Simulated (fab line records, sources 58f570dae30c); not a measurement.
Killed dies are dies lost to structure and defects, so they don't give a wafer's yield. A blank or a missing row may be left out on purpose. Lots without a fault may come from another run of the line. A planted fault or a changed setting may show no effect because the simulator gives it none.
One fault seen from 2 desks | flow berkeley_cmos170 | each desk has only its own numbers; what lay behind them comes last

THE METROLOGY DESK
What the gauges read, lot by lot, whatever tool the lot ran on: means of the sampled wafers that have a number. A lot is out of limits, marked OUT, if its mean lies more than 4 standard deviations from the usual mean; the brackets give that distance.
Columns: A = NVT_TW at UCB170_NVT_TW_MEAS_09, usual 524.7; B = PVT_TW at UCB170_PVT_TW_MEAS_09, usual 508; C = GATE_OXIDE_THK at UCB170_GATE_THK_MEAS_02, usual 6.55 nm
lot  | first seen here | A     | B                      | C
L637 | day 5 09:31     | 527.5 | 511                    | 6.58
L636 | day 5 09:59     | 523.0 | 507                    | 6.49
L638 | day 5 21:06     | 521.9 | 503                    | 6.56
L640 | day 6 08:29     | 527.1 | 509                    | 6.52
L641 | day 6 08:44     | 524.7 | 509                    | 6.47
L645 | day 7 06:07     | 525.8 | 511                    | 6.44
L644 | day 7 06:21     | 526.7 | 509                    | 6.56
L643 | day 7 06:22     | 525.2 | 513                    | 6.65
L642 | day 7 06:37     | 526.0 | 509                    | 6.50
L647 | day 7 23:58     | 525.0 | 503                    | 6.64
L652 | day 8 17:59     | 524.8 | 1045 (+99 or more) OUT | 6.56
L656 | day 9 19:08     | 521.6 | 1044 (+99 or more) OUT | 6.45
L653 | day 9 19:26     | 523.5 | 1047 (+99 or more) OUT | 6.62
L658 | day 10 07:40    | 525.8 | 506                    | 6.56
L659 | day 10 19:08    | 524.8 | 513                    | 6.70
This desk's finding: out of limits on L652, L653, L656; first on L652, day 8 19:41 (PVT_TW at UCB170_PVT_TW_MEAS_09). In limits: L637, L636, L638, L640, L641, L645, L644, L643, L642, L647, L658, L659.

THE TOOL OWNER'S DESK: implanter-04
The tool's own readings at UCB170_PVT_IMPLANT_07: means of the sampled wafers that have a number, for each lot that ran on this tool. A lot is out of limits, marked OUT, if its mean lies more than 4 standard deviations from the usual mean; the brackets give that distance.
Columns: A = dose_ions_cm2 at UCB170_PVT_IMPLANT_07, usual 1.9997e+12; B = end_station_pressure_torr at UCB170_PVT_IMPLANT_07, usual 5e-06 Torr; C = faraday_current_uA at UCB170_PVT_IMPLANT_07, usual 6.36
lot  | first seen here | A                            | B     | C
L637 | day 5 11:02     | 1.9975e+12                   | 5e-06 | 6.27
L643 | day 7 07:58     | 2.0010e+12                   | 5e-06 | 6.22
L647 | day 8 01:05     | 1.9994e+12                   | 5e-06 | 6.31
L652 | day 8 19:28     | 1.9999e+13 (+99 or more) OUT | 5e-06 | 63.79 (+99 or more) OUT
L656 | day 9 22:35     | 2.0001e+13 (+99 or more) OUT | 5e-06 | 63.97 (+99 or more) OUT
L653 | day 9 23:10     | 2.0004e+13 (+99 or more) OUT | 5e-06 | 62.44 (+99 or more) OUT
This desk's finding: out of limits on L652, L653, L656; first on L652, day 8 19:28 (dose_ions_cm2 at UCB170_PVT_IMPLANT_07). In limits: L637, L643, L647.

PUT TOGETHER
The tool owner's desk could have raised an alarm at day 8 19:28, on L652, L653, L656.
The metrology desk could have raised an alarm at day 8 19:41, on L652, L653, L656.
Of the lots named, all ran UCB170_PVT_IMPLANT_07 on implanter-04.

WHAT THE SIMULATOR HAD PUT IN
Process parameter drift: implanter-04, from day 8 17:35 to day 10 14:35, at UCB170_PVT_IMPLANT_07. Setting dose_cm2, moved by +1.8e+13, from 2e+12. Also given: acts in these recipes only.
Lots struck among those shown: L652, L653, L656.
Hours from the fault's start to each desk's first reading out of limits: the tool owner's desk, 2; the metrology desk, 2.
